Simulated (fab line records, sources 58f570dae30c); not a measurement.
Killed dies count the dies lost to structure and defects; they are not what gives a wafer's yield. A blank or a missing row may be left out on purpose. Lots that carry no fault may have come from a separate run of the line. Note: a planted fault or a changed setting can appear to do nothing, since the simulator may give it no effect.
Comparing a struck lot with a sound one | flow berkeleyCmos170 | 15 steps out of a route of 331
Sound: the wafers L368.4, L368.5, L368.6. The struck wafers were L383.2, L383.3, L383.6. Last of all comes the cause.
Per side, at each step with rows, come the tool, then ch with its chambers, and then its first start. Under that, the readings that differ: sound wafers | struck wafers | difference of the means | sigmas: that difference in standard deviations of wafers without a fault.
alike: words and numbers the same on both sides, and readings whose means are apart by under 2 such deviations; not compared: readings that were withheld, readings missing a value for some wafer, numbers with overlapping values and no deviation given by the record, and bounds like >300 which may hide the same value.
The two part at a step that has a row with sigmas, a row that says differs or no value, or rows on one side only. Non-overlapping numbers with no deviation appear without sigmas and do not part them. Lack of a reading on every wafer of one side parts them only where that side has two or more wafers.

first, 4 steps without rows for these wafers: UCB170_NSD_SOFTBAKE_02 (time 60 s); UCB170_NSD_EXPOSE_03 (exposes mask NSELECT MOD, target cd 1200 nm); UCB170_NSD_PEB_04; UCB170_NSD_DEVELOP_05 (develop time 45 s).
UCB170_NSD_CD_MEAS_06 targets a cd of 1200 nm.
  sound: cdSem-02 at day 8 11:27; struck: cdSem-01 at day 11 11:52
  alike: cdNm
UCB170_NSD_OVL_MEAS_07:
  sound: overlay-02 at day 8 11:32; struck: overlay-01 at day 11 11:59
  alike: NSD_OVL
following that, these wafers have no rows for 1 step: UCB170_NSD_IMPLANT_08.
UCB170_NSD_STRIP_09: strips in O2.
  sound on plasmaAsher-04 ch 0,1, day 8 11:44; struck on plasmaAsher-02 ch 0,1, day 11 12:10
  alike: drypumpMotorCurrentA, oesProductAu, stripTimeToEndpointS
  not compared: rfHoursCounterH
UCB170_NSD_TW_MEAS_10:
  sound: filmMetro-03 at day 8 11:49; struck: filmMetro-02 at day 11 12:16
reading | sound          | struck         | difference | sigmas
NSD_TW  | 4274 4224 4234 | 4132 4128 4141 | -110       | -3
then, 3 steps without rows for these wafers: UCB170_NSD_CLEAN_11 (cleans in SPM, time 600 s); UCB170_BACKSIDE_HMDS_00 (prime time 60 s); UCB170_BACKSIDE_COAT_01 (resist thk 900 nm).
UCB170_BACKSIDE_SOFTBAKE_02: time 60 s.
  sound on lithoTrack-04 ch 0, day 8 12:24; struck on lithoTrack-03 ch 0, day 11 13:21
reading             | sound             | struck            | difference | sigmas
resistLineTempC (C) | 23.09 23.19 23.06 | 22.77 22.87 22.90 | -0.27      | -2
runLengthS (s)      | 89.20 89.06 89.12 | 96.23 96.04 96.36 | +7.08      | +47
UCB170_BACKSIDE_STRIP_03: strips in O2.
  sound on plasmaAsher-01 ch 0,1, day 8 12:31; struck on plasmaAsher-02 ch 0,1, day 11 13:29
  alike: drypumpMotorCurrentA, oesProductAu, stripTimeToEndpointS
  not compared: rfHoursCounterH
UCB170_M3_PROBE_99:
  the record holds rows for the sound wafers here (prober-02, day 9 13:20) but none for the struck ones

WHERE THEY PART
At UCB170_NSD_TW_MEAS_10 first; at UCB170_M3_PROBE_99 last (within this record only).

WHY: what the simulator had put in
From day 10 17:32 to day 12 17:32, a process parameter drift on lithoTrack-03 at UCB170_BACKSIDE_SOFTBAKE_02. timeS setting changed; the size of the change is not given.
